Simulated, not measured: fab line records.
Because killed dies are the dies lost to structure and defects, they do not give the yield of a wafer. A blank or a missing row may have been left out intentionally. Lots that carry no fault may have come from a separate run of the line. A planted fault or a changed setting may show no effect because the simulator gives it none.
Problem report, 8D (eight disciplines) form, completed by code | flow berkeley_cmos170 | the parts of the form that need people (team, actions taken, sign-off) are left out

== 1. WHAT IS WRONG ==
PLDD_TW at UCB170_PLDD_TW_MEAS_11 reads a mean of 1139 on 6 wafers of 2 lots; wafers without a fault read 1012 with a standard deviation of 7.7. That puts it +16 standard deviations away from the usual mean.
Seen first at day 8 11:52 on film_metro-01, wafer L294.1. Wafers with a number at this step in the record: 42, from 14 lots. By rule, "out" or "out of limits" means more than 4 standard deviations away from the usual mean. The rest of the wafers with a number are treated as sound.

== 2. WHAT IT IS AND WHAT IT IS NOT ==
question                    | is                           | is not
which readings at this step | PLDD_TW                      | -
which lots                  | L294, L298                   | L285, L287, L288, L290, L291, L299, L302, L303, L304, L306, L307, L308
which wafers of those lots  | all that have a number       | -
read on which gauges        | film_metro-01, film_metro-02 | film_metro-04
when                        | from day 8 11:52             | up to then (15 sound wafers); but 21 sound wafers of L299, L302, L303, L304, L306, L307, L308 came after

== 3. THE SUSPECTS, EACH WITH WHAT RULES IT OUT ==
Counting: any tool at a process step up to the reading is kept as a suspect provided that every lot that is out went through it and no sound lot did after the first of them.
- the gauge at UCB170_PLDD_TW_MEAS_11: ruled out. The wafers that are out were read on 2 gauges (film_metro-01, film_metro-02).
- implanter-02 at UCB170_PLDD_IMPLANT_08: kept. It processed each lot that is out, first L294 at day 8 11:28, and no sound lot thereafter; up to then, the last sound lot it processed was L287 at day 7 02:49. Its own readings are out on those wafers: beam_on_s, dose_ions_cm2, faraday_current_uA.
Remaining after the count: implanter-02 at UCB170_PLDD_IMPLANT_08.

== 4. THE CAUSE (what the simulator had put in) ==
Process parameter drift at UCB170_PLDD_IMPLANT_08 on implanter-02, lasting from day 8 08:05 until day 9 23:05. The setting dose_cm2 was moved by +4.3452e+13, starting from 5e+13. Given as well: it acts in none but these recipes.
Counting left only this tool.

== 5. THE CHAIN OF EFFECTS, in route order ==
One row per reading whose mean, taken over the struck wafers that have a number, lies over 3 standard deviations from the usual. Readings are gone through only where the record gives a usual standard deviation; hours: the median, over the lots, of the time from a lot's start at the first step in this table giving one to that lot's start at this step; sigmas: the change measured in usual standard deviations.
hours | step                       | reading            | usual         | on struck wafers | change | sigmas
0     | UCB170_PLDD_IMPLANT_08     | beam_on_s          | 10.16 s       | 14.31            | +4.15  | +14
0     | UCB170_PLDD_IMPLANT_08     | dose_ions_cm2      | 5e+13         | 9e+13            | +4e+13 | +99 or more
0     | UCB170_PLDD_IMPLANT_08     | faraday_current_uA | 156           | 208              | +52    | +12
0     | UCB170_PLDD_TW_MEAS_11     | PLDD_TW            | 1012          | 1139             | +127   | +16
13    | UCB170_SDANNEAL_RS_MEAS_04 | PLDD_RS            | 1032.9 ohm/sq | 781.4            | -251.5 | -87
The process steps in it:
- UCB170_PLDD_IMPLANT_08

== 6. WHAT WOULD HAVE CAUGHT IT SOONER ==
4 hours passed between the start of the fault at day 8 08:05 and the first reading out of limits at a measuring or inspecting step in this record, taken at day 8 11:52.
At UCB170_PLDD_IMPLANT_08, the tool's own readings (beam_on_s, dose_ions_cm2, faraday_current_uA) were out on each struck wafer the step has a row for, so an alarm limit on them would have fired on the first such wafer.
L298, from the lots that are out (2), started UCB170_PLDD_IMPLANT_08 on implanter-02 later than day 8 11:52. Putting the tool on hold at that point would have spared it.
